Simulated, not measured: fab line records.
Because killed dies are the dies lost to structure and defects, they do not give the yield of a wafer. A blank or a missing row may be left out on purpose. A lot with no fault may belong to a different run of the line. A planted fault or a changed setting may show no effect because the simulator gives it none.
What tool caused it? || flow berkeley cmos170 || Sampling: 6 lots, 18 wafers, 2 of 331 route steps

== WHAT THE GAUGES READ, wafer by wafer ==
UCB170_M3_RS_MEAS_02: uses a four-point probe to measure.
{"lot": "L344", "measured": "day 9 01:52", "on": "film metro-04", "M3_AL_RS (ohm/sq)": "0.0331 0.0329 0.0325"}
{"lot": "L351", "measured": "day 11 11:34", "on": "film metro-04", "M3_AL_RS (ohm/sq)": "0.0324 0.0322 0.0319"}
{"lot": "L352", "measured": "day 11 15:41", "on": "film metro-01", "M3_AL_RS (ohm/sq)": "0.0513 0.0523 0.0521"}
{"lot": "L359", "measured": "day 13 01:29", "on": "film metro-03", "M3_AL_RS (ohm/sq)": "0.0323 0.0323 0.0328"}
{"lot": "L362", "measured": "day 13 19:02", "on": "film metro-01", "M3_AL_RS (ohm/sq)": "0.0320 0.0313 0.0327"}
{"lot": "L365", "measured": "day 14 08:19", "on": "film metro-01", "M3_AL_RS (ohm/sq)": "0.0321 0.0319 0.0330"}

== WHICH TOOL RAN EACH LOT (tool, then ch and the chambers of the sampled wafers, then the start) ==
{"lot": "L344", "UCB170_M3_SPUTTER_01": "pvd sputter-03, day 9 01:47"}
{"lot": "L351", "UCB170_M3_SPUTTER_01": "pvd sputter-02, day 11 11:29"}
{"lot": "L352", "UCB170_M3_SPUTTER_01": "pvd sputter-04, day 11 15:33"}
{"lot": "L359", "UCB170_M3_SPUTTER_01": "pvd sputter-02, day 13 01:23"}
{"lot": "L362", "UCB170_M3_SPUTTER_01": "pvd sputter-03, day 13 18:57"}
{"lot": "L365", "UCB170_M3_SPUTTER_01": "pvd sputter-03, day 14 08:11"}
- UCB170_M3_SPUTTER_01: material Al, target thk 900 nm, time 120 s.

== THE ANSWER, worked out from the rows above alone ==
Rule: the usual values come from the lots themselves. The widest of any qualifying gaps counts: lots, ordered by their means at a reading, are off when they make up no more than a third of the lots, leave a main group of 4 or more, and stand apart from it by 3 or more times the standard deviation of that group's means. If all means in a main group match to the digits the tables above print for the reading, that group is not used. Also off: a lot with no number at a reading for which 4 or more lots have one. Any other lot the step has rows for is counted as sound.
Off: L352, at UCB170_M3_RS_MEAS_02 (M3_AL_RS). For the main group the mean is 0.0324 ohm/sq and the standard deviation 0.00028.
A tool fits if, at a process step before that reading, it ran every lot that is off, and no sound lot after the first of them. Those tools and the gauges at UCB170_M3_RS_MEAS_02 are tried in the same way. One candidate fits, namely pvd sputter-04 at UCB170_M3_SPUTTER_01. It ran no sound lot before its first lot that is off in this sample, so the start can't be narrowed down.

== WHAT HAD BEEN PUT IN BY THE SIMULATOR ==
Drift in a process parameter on pvd sputter-04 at UCB170_M3_SPUTTER_01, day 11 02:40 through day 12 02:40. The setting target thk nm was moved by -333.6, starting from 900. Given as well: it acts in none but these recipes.
Struck lots among those shown: L352. Same finding as the rule above.
